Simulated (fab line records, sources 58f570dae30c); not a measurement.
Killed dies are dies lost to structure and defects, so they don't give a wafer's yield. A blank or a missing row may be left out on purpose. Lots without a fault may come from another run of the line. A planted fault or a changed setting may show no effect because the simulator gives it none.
Problem report in the 8D (eight disciplines) form, filled by code | flow berkeley_cmos170 | the parts of the form that need people (team, actions taken, sign-off) are left out

1. THE PROBLEM
M1_AL_RS at UCB170_M1_RS_MEAS_01 reads a mean of 0.0372 ohm/sq on 2 wafers of 2 lots; wafers without a fault read 0.0481 ohm/sq with a standard deviation of 0.00045. That is -24 standard deviations from the usual mean.
The step: measures by four-point-probe.
First seen on wafer L759.1, day 10 09:17, on film_metro-03. The record holds 42 wafers of 14 lots with a number at this step. Rule for "out", or "out of limits": more than 4 standard deviations from the usual mean. The other wafers with a number count as sound.

2. WHAT IT IS AND WHAT IT IS NOT
question                    | is                           | is not
which readings at this step | M1_AL_RS                     | -
which lots                  | L759, L760                   | L742, L743, L744, L745, L746, L748, L749, L751, L754, L758, L763, L764
which wafers of those lots  | L759.1, L760.3               | L759.2, L759.3, L760.4, L760.6
read on which gauges        | film_metro-01, film_metro-03 | film_metro-02
when                        | from day 10 09:17            | up to then (29 sound wafers); but 11 sound wafers of L758, L760, L763, L764 came after

3. SUSPECTS, AND WHAT RULES EACH OUT
Counting: a tool at a process step up to the reading stays a suspect if it ran every lot that is out. Sound lots after the first of them don't rule it out here, since some wafers of a struck lot are sound.
- the gauge at UCB170_M1_RS_MEAS_01: ruled out. The wafers that are out were read on 2 gauges (film_metro-01, film_metro-03).
- rtp_anneal-02 at UCB170_CONTACT_RTA_08 (time 10 s): kept. It ran every lot that is out, first L759 (day 10 06:13); its last sound lot up to then is L754 (day 9 14:04).
- pvd_sputter-04 at UCB170_M1_SPUTTER_00 (material Al, target thk 600 nm, time 80 s): kept. It ran every lot that is out, first L759 (day 10 09:13); its last sound lot up to then is L754 (day 9 16:24). Its own readings are out on those wafers: cathode_dc_power_W.
Left after counting: rtp_anneal-02 at UCB170_CONTACT_RTA_08, pvd_sputter-04 at UCB170_M1_SPUTTER_00.

4. THE CAUSE (what the simulator had put in)
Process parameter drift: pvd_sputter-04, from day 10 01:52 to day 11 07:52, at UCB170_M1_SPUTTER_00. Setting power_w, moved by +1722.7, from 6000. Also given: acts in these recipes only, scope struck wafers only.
Counting left 2 suspects, and this tool is among them.

5. THE CHAIN OF EFFECTS, in route order
Each row: a reading whose mean over the struck wafers that have a number lies more than 3 standard deviations from the usual. Only readings for which the record gives a usual standard deviation are gone through. hours: the time from each lot's start at the first step in this table that gives one to its start at this step, as a median over the lots. sigmas: the change in usual standard deviations.
hours | step                    | reading            | usual         | on struck wafers | change  | sigmas
0     | UCB170_M1_SPUTTER_00    | cathode_dc_power_W | 6000.0 W      | 7723.4           | +1723.4 | +99 or more
0     | UCB170_M1_RS_MEAS_01    | M1_AL_RS           | 0.0481 ohm/sq | 0.0372           | -0.0109 | -24
0     | UCB170_M1_THK_MEAS_02   | M1_AL_THK          | 612 nm        | 786              | +174    | +25
2     | UCB170_M1_METAL_ETCH_12 | oes_product_au     | 0.863 a.u.    | 0.966            | +0.103  | +6.9
The process steps in it:
- UCB170_M1_SPUTTER_00: material Al, target thk 600 nm, time 80 s.
- UCB170_M1_METAL_ETCH_12: etches Al in Cl2/BCl3, stops on PSG, target depth 780 nm, time 130 s.

6. WHAT WOULD HAVE CAUGHT IT SOONER
In this record the first reading out of limits at a measuring or inspecting step was taken at day 10 09:17, 7 hours after the fault began at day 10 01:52.
The tool's own readings at UCB170_M1_SPUTTER_00 were out on every struck wafer that the step has a row for (cathode_dc_power_W): an alarm limit on them would have fired on the first of those.
Of the lots that are out (2), L760 began UCB170_M1_SPUTTER_00 on pvd_sputter-04 after day 10 09:17. A hold on the tool at that time would have spared it.
